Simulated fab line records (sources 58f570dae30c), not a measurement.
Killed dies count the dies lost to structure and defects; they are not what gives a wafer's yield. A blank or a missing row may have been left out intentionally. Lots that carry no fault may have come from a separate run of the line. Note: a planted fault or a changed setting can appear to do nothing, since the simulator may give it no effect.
Which tool was responsible? || flow berkeleyCmos170 || 13 lots with 39 wafers sampled at 6 steps, on a route of 331 steps

## WHAT THE GAUGES READ, wafer by wafer
UCB170_V1_BOW_MEAS_03.
{"lot": "L760", "measured": "day 8 06:58", "on": "filmMetro-01", "V1_BOW (um)": "16 16 27"}
{"lot": "L761", "measured": "day 8 17:23", "on": "filmMetro-03", "V1_BOW (um)": "30 23 20"}
{"lot": "L763", "measured": "day 8 18:42", "on": "filmMetro-01", "V1_BOW (um)": "14 8 18"}
{"lot": "L762", "measured": "day 8 20:01", "on": "filmMetro-03", "V1_BOW (um)": "25 21 10"}
{"lot": "L765", "measured": "day 9 04:01", "on": "filmMetro-01", "V1_BOW (um)": "29 14 16"}
{"lot": "L764", "measured": "day 9 05:23", "on": "filmMetro-03", "V1_BOW (um)": "18 7 21"}
{"lot": "L766", "measured": "day 9 12:45", "on": "filmMetro-04", "V1_BOW (um)": "20 18 19"}
{"lot": "L768", "measured": "day 9 14:26", "on": "filmMetro-04", "V1_BOW (um)": "30 23 32"}
{"lot": "L770", "measured": "day 10 04:24", "on": "filmMetro-04", "V1_BOW (um)": "17 10 17"}
{"lot": "L771", "measured": "day 10 05:46", "on": "filmMetro-01", "V1_BOW (um)": "24 19 26"}
{"lot": "L769", "measured": "day 10 07:09", "on": "filmMetro-03", "V1_BOW (um)": "12 21 23"}
{"lot": "L776", "measured": "day 11 16:52", "on": "filmMetro-01", "V1_BOW (um)": "21 25 25"}
{"lot": "L781", "measured": "day 13 05:52", "on": "filmMetro-01", "V1_BOW (um)": "23 16 26"}

UCB170_V1_THK_MEAS_04.
{"lot": "L760", "measured": "day 8 07:05", "on": "filmMetro-01", "V1_POLISHED_THK (nm)": "1000.6 999.8 1000.0"}
{"lot": "L761", "measured": "day 8 17:29", "on": "filmMetro-03", "V1_POLISHED_THK (nm)": "1000.4 1001.4 1000.0"}
{"lot": "L763", "measured": "day 8 18:49", "on": "filmMetro-01", "V1_POLISHED_THK (nm)": "1000.9 1001.4 1000.8"}
{"lot": "L762", "measured": "day 8 20:08", "on": "filmMetro-03", "V1_POLISHED_THK (nm)": "1000.1 1000.2 1000.5"}
{"lot": "L765", "measured": "day 9 04:08", "on": "filmMetro-01", "V1_POLISHED_THK (nm)": "998.4 999.7 999.9"}
{"lot": "L764", "measured": "day 9 05:29", "on": "filmMetro-03", "V1_POLISHED_THK (nm)": "998.3 1001.2 999.9"}
{"lot": "L766", "measured": "day 9 12:52", "on": "filmMetro-04", "V1_POLISHED_THK (nm)": "1000.6 1000.5 1001.5"}
{"lot": "L768", "measured": "day 9 14:34", "on": "filmMetro-04", "V1_POLISHED_THK (nm)": "1000.8 999.8 999.9"}
{"lot": "L770", "measured": "day 10 04:31", "on": "filmMetro-04", "V1_POLISHED_THK (nm)": "1000.3 1000.4 1000.5"}
{"lot": "L771", "measured": "day 10 05:52", "on": "filmMetro-01", "V1_POLISHED_THK (nm)": "1000.0 998.8 998.1"}
{"lot": "L769", "measured": "day 10 07:16", "on": "filmMetro-03", "V1_POLISHED_THK (nm)": "999.6 998.1 999.0"}
{"lot": "L776", "measured": "day 11 16:59", "on": "filmMetro-01", "V1_POLISHED_THK (nm)": "750.0 999.7 999.8"}
{"lot": "L781", "measured": "day 13 05:59", "on": "filmMetro-01", "V1_POLISHED_THK (nm)": "999.6 999.6 998.9"}

UCB170_V1_CD_MEAS_12 targets a cd of 700 nm.
{"lot": "L760", "measured": "day 8 08:28", "on": "cdSem-01", "cdNm (nm)": "699.4 698.5 698.7"}
{"lot": "L761", "measured": "day 8 18:43", "on": "cdSem-02", "cdNm (nm)": "700.4 699.6 699.8"}
{"lot": "L763", "measured": "day 8 21:04", "on": "cdSem-02", "cdNm (nm)": "701.9 701.4 701.0"}
{"lot": "L762", "measured": "day 9 00:26", "on": "cdSem-01", "cdNm (nm)": "700.8 699.4 700.7"}
{"lot": "L765", "measured": "day 9 05:38", "on": "cdSem-02", "cdNm (nm)": "700.3 698.7 698.4"}
{"lot": "L764", "measured": "day 9 06:52", "on": "cdSem-02", "cdNm (nm)": "700.9 702.0 701.3"}
{"lot": "L766", "measured": "day 9 14:39", "on": "cdSem-02", "cdNm (nm)": "699.4 699.1 699.3"}
{"lot": "L768", "measured": "day 9 16:45", "on": "cdSem-02", "cdNm (nm)": "699.7 701.1 702.3"}
{"lot": "L770", "measured": "day 10 05:43", "on": "cdSem-02", "cdNm (nm)": "698.3 698.1 700.5"}
{"lot": "L771", "measured": "day 10 06:57", "on": "cdSem-02", "cdNm (nm)": "701.1 701.2 700.5"}
{"lot": "L769", "measured": "day 10 08:50", "on": "cdSem-02", "cdNm (nm)": "698.2 699.8 698.6"}
{"lot": "L776", "measured": "day 11 18:17", "on": "cdSem-02", "cdNm (nm)": "700.7 700.1 699.7"}
{"lot": "L781", "measured": "day 13 07:18", "on": "cdSem-01", "cdNm (nm)": "700.7 698.9 698.2"}

UCB170_V1_CD_MEAS_90 targets a cd of 700 nm.
{"lot": "L760", "measured": "day 8 08:53", "on": "cdSem-01", "cdNm (nm)": "699.6 699.1 698.7"}
{"lot": "L761", "measured": "day 8 19:09", "on": "cdSem-01", "cdNm (nm)": "700.4 699.3 699.3"}
{"lot": "L763", "measured": "day 8 21:29", "on": "cdSem-01", "cdNm (nm)": "701.9 701.5 701.0"}
{"lot": "L762", "measured": "day 9 00:55", "on": "cdSem-01", "cdNm (nm)": "699.9 697.8 700.2"}
{"lot": "L765", "measured": "day 9 06:05", "on": "cdSem-02", "cdNm (nm)": "700.9 697.7 697.2"}
{"lot": "L764", "measured": "day 9 07:17", "on": "cdSem-02", "cdNm (nm)": "700.7 701.4 701.2"}
{"lot": "L766", "measured": "day 9 15:05", "on": "cdSem-01", "cdNm (nm)": "700.0 698.5 699.8"}
{"lot": "L768", "measured": "day 9 17:11", "on": "cdSem-01", "cdNm (nm)": "699.4 700.7 702.1"}
{"lot": "L770", "measured": "day 10 06:10", "on": "cdSem-01", "cdNm (nm)": "698.4 697.5 699.5"}
{"lot": "L771", "measured": "day 10 07:23", "on": "cdSem-01", "cdNm (nm)": "699.9 701.0 701.2"}
{"lot": "L769", "measured": "day 10 09:16", "on": "cdSem-01", "cdNm (nm)": "698.2 699.7 699.7"}
{"lot": "L776", "measured": "day 11 18:44", "on": "cdSem-01", "cdNm (nm)": "700.4 700.3 699.3"}
{"lot": "L781", "measured": "day 13 07:44", "on": "cdSem-01", "cdNm (nm)": "699.9 698.9 698.2"}

## TOOL THAT RAN EACH LOT (tool first, then ch and the chambers of the sampled wafers, then the start)
{"lot": "L760", "UCB170_V1_CMP_02": "cmp-01 ch 0,2,3, day 8 06:40", "UCB170_V1_ETCH_14": "rieDiel-01 ch 0,2,3, day 8 08:37"}
{"lot": "L761", "UCB170_V1_CMP_02": "cmp-02 ch 0,1,3, day 8 17:08", "UCB170_V1_ETCH_14": "rieDiel-02 ch 1,2, day 8 18:50"}
{"lot": "L763", "UCB170_V1_CMP_02": "cmp-01 ch 1,2,3, day 8 18:26", "UCB170_V1_ETCH_14": "rieDiel-01 ch 1,2, day 8 21:12"}
{"lot": "L762", "UCB170_V1_CMP_02": "cmp-02 ch 0,1,3, day 8 19:43", "UCB170_V1_ETCH_14": "rieDiel-02 ch 0,2,3, day 9 00:35"}
{"lot": "L765", "UCB170_V1_CMP_02": "cmp-01 ch 0,1,3, day 9 03:46", "UCB170_V1_ETCH_14": "rieDiel-02 ch 0,1, day 9 05:48"}
{"lot": "L764", "UCB170_V1_CMP_02": "cmp-01 ch 1,2, day 9 05:06", "UCB170_V1_ETCH_14": "rieDiel-02 ch 0,2,3, day 9 06:58"}
{"lot": "L766", "UCB170_V1_CMP_02": "cmp-02 ch 0,2,3, day 9 12:27", "UCB170_V1_ETCH_14": "rieDiel-01 ch 0,1,3, day 9 14:48"}
{"lot": "L768", "UCB170_V1_CMP_02": "cmp-02 ch 0,1,3, day 9 14:11", "UCB170_V1_ETCH_14": "rieDiel-04 ch 0,1,3, day 9 16:54"}
{"lot": "L770", "UCB170_V1_CMP_02": "cmp-01 ch 1,2,3, day 10 04:06", "UCB170_V1_ETCH_14": "rieDiel-01 ch 0,1,2, day 10 05:53"}
{"lot": "L771", "UCB170_V1_CMP_02": "cmp-01 ch 2,3, day 10 05:26", "UCB170_V1_ETCH_14": "rieDiel-04 ch 0,1,2, day 10 07:05"}
{"lot": "L769", "UCB170_V1_CMP_02": "cmp-01 ch 1,2,3, day 10 06:54", "UCB170_V1_ETCH_14": "rieDiel-01 ch 0,1,3, day 10 08:59"}
{"lot": "L776", "UCB170_V1_CMP_02": "cmp-01 ch 1,2,3, day 11 16:34", "UCB170_V1_ETCH_14": "rieDiel-02 ch 0,2,3, day 11 18:27"}
{"lot": "L781", "UCB170_V1_CMP_02": "cmp-02 ch 0,1, day 13 05:31", "UCB170_V1_ETCH_14": "rieDiel-01 ch 0,1,3, day 13 07:26"}
- UCB170_V1_CMP_02: polishes SiO2.
- UCB170_V1_ETCH_14: etches SiO2 in CHF3/CF4/Ar, stops on Al, target depth 1250 nm, time 291 s.

## WHAT THE TOOLS THEMSELVES READ (means of the sampled wafers that have a number; where no wafer has one, the mark that the record gives instead)
UCB170_V1_CMP_02.
{"lot": "L760", "tool": "cmp-01", "headPressurePsi (psi)": 6.000, "motorCurrentA (A)": 15.4}
{"lot": "L761", "tool": "cmp-02", "headPressurePsi (psi)": 6.001, "motorCurrentA (A)": 15.4}
{"lot": "L763", "tool": "cmp-01", "headPressurePsi (psi)": 6.005, "motorCurrentA (A)": 14.8}
{"lot": "L762", "tool": "cmp-02", "headPressurePsi (psi)": 6.002, "motorCurrentA (A)": 15.4}
{"lot": "L765", "tool": "cmp-01", "headPressurePsi (psi)": 6.005, "motorCurrentA (A)": 15.6}
{"lot": "L764", "tool": "cmp-01", "headPressurePsi (psi)": 6.003, "motorCurrentA (A)": 14.8}
{"lot": "L766", "tool": "cmp-02", "headPressurePsi (psi)": 6.007, "motorCurrentA (A)": 15.1}
{"lot": "L768", "tool": "cmp-02", "headPressurePsi (psi)": 6.008, "motorCurrentA (A)": 15.3}
{"lot": "L770", "tool": "cmp-01", "headPressurePsi (psi)": 6.003, "motorCurrentA (A)": 15.1}
{"lot": "L771", "tool": "cmp-01", "headPressurePsi (psi)": 6.015, "motorCurrentA (A)": 16.1}
{"lot": "L769", "tool": "cmp-01", "headPressurePsi (psi)": 6.001, "motorCurrentA (A)": 15.4}
{"lot": "L776", "tool": "cmp-01", "headPressurePsi (psi)": 5.994, "motorCurrentA (A)": 14.8}
{"lot": "L781", "tool": "cmp-02", "headPressurePsi (psi)": 5.992, "motorCurrentA (A)": 14.1}

UCB170_V1_ETCH_14.
{"lot": "L760", "tool": "rieDiel-01", "drypumpMotorCurrentA (A)": 5.7, "oesProductAu (a.u.)": 0.884, "throttleValvePct (%)": 7.02}
{"lot": "L761", "tool": "rieDiel-02", "drypumpMotorCurrentA (A)": 5.6, "oesProductAu (a.u.)": 0.879, "throttleValvePct (%)": 6.78}
{"lot": "L763", "tool": "rieDiel-01", "drypumpMotorCurrentA (A)": 6.4, "oesProductAu (a.u.)": 0.882, "throttleValvePct (%)": 7.02}
{"lot": "L762", "tool": "rieDiel-02", "drypumpMotorCurrentA (A)": 5.4, "oesProductAu (a.u.)": 0.871, "throttleValvePct (%)": 6.97}
{"lot": "L765", "tool": "rieDiel-02", "drypumpMotorCurrentA (A)": 5.4, "oesProductAu (a.u.)": 0.864, "throttleValvePct (%)": 6.95}
{"lot": "L764", "tool": "rieDiel-02", "drypumpMotorCurrentA (A)": 5.4, "oesProductAu (a.u.)": 0.866, "throttleValvePct (%)": 6.97}
{"lot": "L766", "tool": "rieDiel-01", "drypumpMotorCurrentA (A)": 5.8, "oesProductAu (a.u.)": 0.882, "throttleValvePct (%)": 7.09}
{"lot": "L768", "tool": "rieDiel-04", "drypumpMotorCurrentA (A)": 5.8, "oesProductAu (a.u.)": 0.871, "throttleValvePct (%)": 6.98}
{"lot": "L770", "tool": "rieDiel-01", "drypumpMotorCurrentA (A)": 5.9, "oesProductAu (a.u.)": 0.882, "throttleValvePct (%)": 6.97}
{"lot": "L771", "tool": "rieDiel-04", "drypumpMotorCurrentA (A)": 5.8, "oesProductAu (a.u.)": 0.879, "throttleValvePct (%)": 7.03}
{"lot": "L769", "tool": "rieDiel-01", "drypumpMotorCurrentA (A)": 5.8, "oesProductAu (a.u.)": 0.880, "throttleValvePct (%)": 7.07}
{"lot": "L776", "tool": "rieDiel-02", "drypumpMotorCurrentA (A)": 5.4, "oesProductAu (a.u.)": 0.830, "throttleValvePct (%)": 6.97}
{"lot": "L781", "tool": "rieDiel-01", "drypumpMotorCurrentA (A)": 5.8, "oesProductAu (a.u.)": 0.879, "throttleValvePct (%)": 7.07}

## THE ANSWER, worked out from the rows above alone
Rule: what is usual is taken from the lots themselves. The widest of any qualifying gaps counts: lots, ordered by their means at a reading, are off when they make up no more than a third of the lots, leave a main group of 4 or more, and stand apart from it by 3 or more times the standard deviation of that group's means. A main group whose means are all the same, to the digits that the tables above print for the reading, isn't used. Also off: a lot with no number at a reading for which 4 or more lots have one. All remaining lots with rows at the step are treated as sound. Order of review: gauges by route order, followed by the tools' own readings, for which a lot's mean as printed above is used. At the first step where some lot is off, the reading lying furthest off is the one used; lots without a number count as furthest.
Off: L776, at UCB170_V1_THK_MEAS_04 (V1_POLISHED_THK). The main group has a mean of 1000.0 nm with a standard deviation of 0.68.
A tool fits if, at a process step before that reading, it ran every lot that is off, and no sound lot after the first of them. The gauges at UCB170_V1_THK_MEAS_04 aren't tried: what is off there is off at UCB170_V1_ETCH_14 too, on other tools, and a gauge's error can't cause that. One fits: cmp-01 at UCB170_V1_CMP_02. Its last sound lot is L769 (day 10 06:54), its first lot that is off L776 (day 11 16:34): a fault that began between those two fits.

## WHAT THE SIMULATOR HAD INSERTED
cmp-01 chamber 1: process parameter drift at UCB170_V1_CMP_02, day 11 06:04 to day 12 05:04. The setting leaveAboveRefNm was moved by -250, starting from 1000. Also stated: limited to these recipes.
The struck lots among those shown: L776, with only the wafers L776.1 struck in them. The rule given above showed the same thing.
